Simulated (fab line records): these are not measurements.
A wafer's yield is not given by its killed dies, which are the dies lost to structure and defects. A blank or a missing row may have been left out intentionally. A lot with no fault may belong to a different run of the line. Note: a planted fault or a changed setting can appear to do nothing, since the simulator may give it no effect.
One fault through the eyes of 2 desks / flow berkeley-cmos170 / only its own numbers are on each desk; what lay behind them is given at the end

== AT THE METROLOGY DESK ==
What the gauges read for every lot (on any tool): the sampled wafers with a number, averaged. Marked OUT: a lot whose mean sits more than 4 standard deviations from the usual mean, which makes it out of limits; the brackets give that distance.
Columns: A = cd-nm at UCB170_PLDD_CD_MEAS_06, usual 1200.1 nm
lot=L490; first seen here=day 7 07:31; A=1200.5
lot=L492; first seen here=day 8 09:15; A=1198.1
lot=L493; first seen here=day 8 09:43; A=1200.7
lot=L491; first seen here=day 8 09:58; A=1199.1
lot=L496; first seen here=day 8 23:47; A=1203.5
lot=L501; first seen here=day 9 17:59; A=1200.8
lot=L504; first seen here=day 10 18:13; A=1199.4
lot=L506; first seen here=day 11 01:54; A=1201.7
lot=L508; first seen here=day 11 09:36; A=1197.7
lot=L509; first seen here=day 11 09:50; A=1201.0
lot=L511; first seen here=day 12 00:23; A=1200.6
lot=L510; first seen here=day 12 00:38; A=1200.1
lot=L512; first seen here=day 12 09:55; A=1196.1
lot=L513; first seen here=day 12 10:12; A=1199.6
This desk's verdict: no lot among the 14 shows anything out of limits.

== FOR THE TOOL OWNER'S DESK: implanter-01 ==
The tool's own readings at UCB170_NLDD_IMPLANT_09: means of the sampled wafers that have a number, for each lot that ran on this tool. Marked OUT: a lot whose mean sits more than 4 standard deviations from the usual mean, which makes it out of limits; the brackets give that distance.
Columns: A = rotation-deg at UCB170_NLDD_IMPLANT_09, usual 180.00 degrees
lot=L493; first seen here=day 8 11:59; A=180.02
lot=L496; first seen here=day 9 01:52; A=269.96 (+99 or more) OUT
lot=L501; first seen here=day 9 20:47; A=270.07 (+99 or more) OUT
lot=L513; first seen here=day 12 13:01; A=180.02
Finding of this desk: L496, L501 out of limits; the first was L496 at day 9 01:52, on rotation-deg at UCB170_NLDD_IMPLANT_09. L493, L513: within limits.

== TAKEN TOGETHER ==
The tool owner's desk could have raised an alarm at day 9 01:52, on L496, L501.
Metrology desk: nothing out of limits seen.
The metrology desk holds a record of L496, L501, inside its limits.
Every lot named ran UCB170_NLDD_IMPLANT_09 on implanter-01.

== WHAT THE SIMULATOR HAD INSERTED ==
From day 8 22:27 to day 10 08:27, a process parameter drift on implanter-01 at UCB170_NLDD_IMPLANT_09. Setting rotation-deg, moved by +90, from 180. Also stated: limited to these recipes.
Lots struck among those shown: L496, L501.
Time in hours from fault onset to the first out-of-limits reading at each desk: the tool owner's desk, 3.
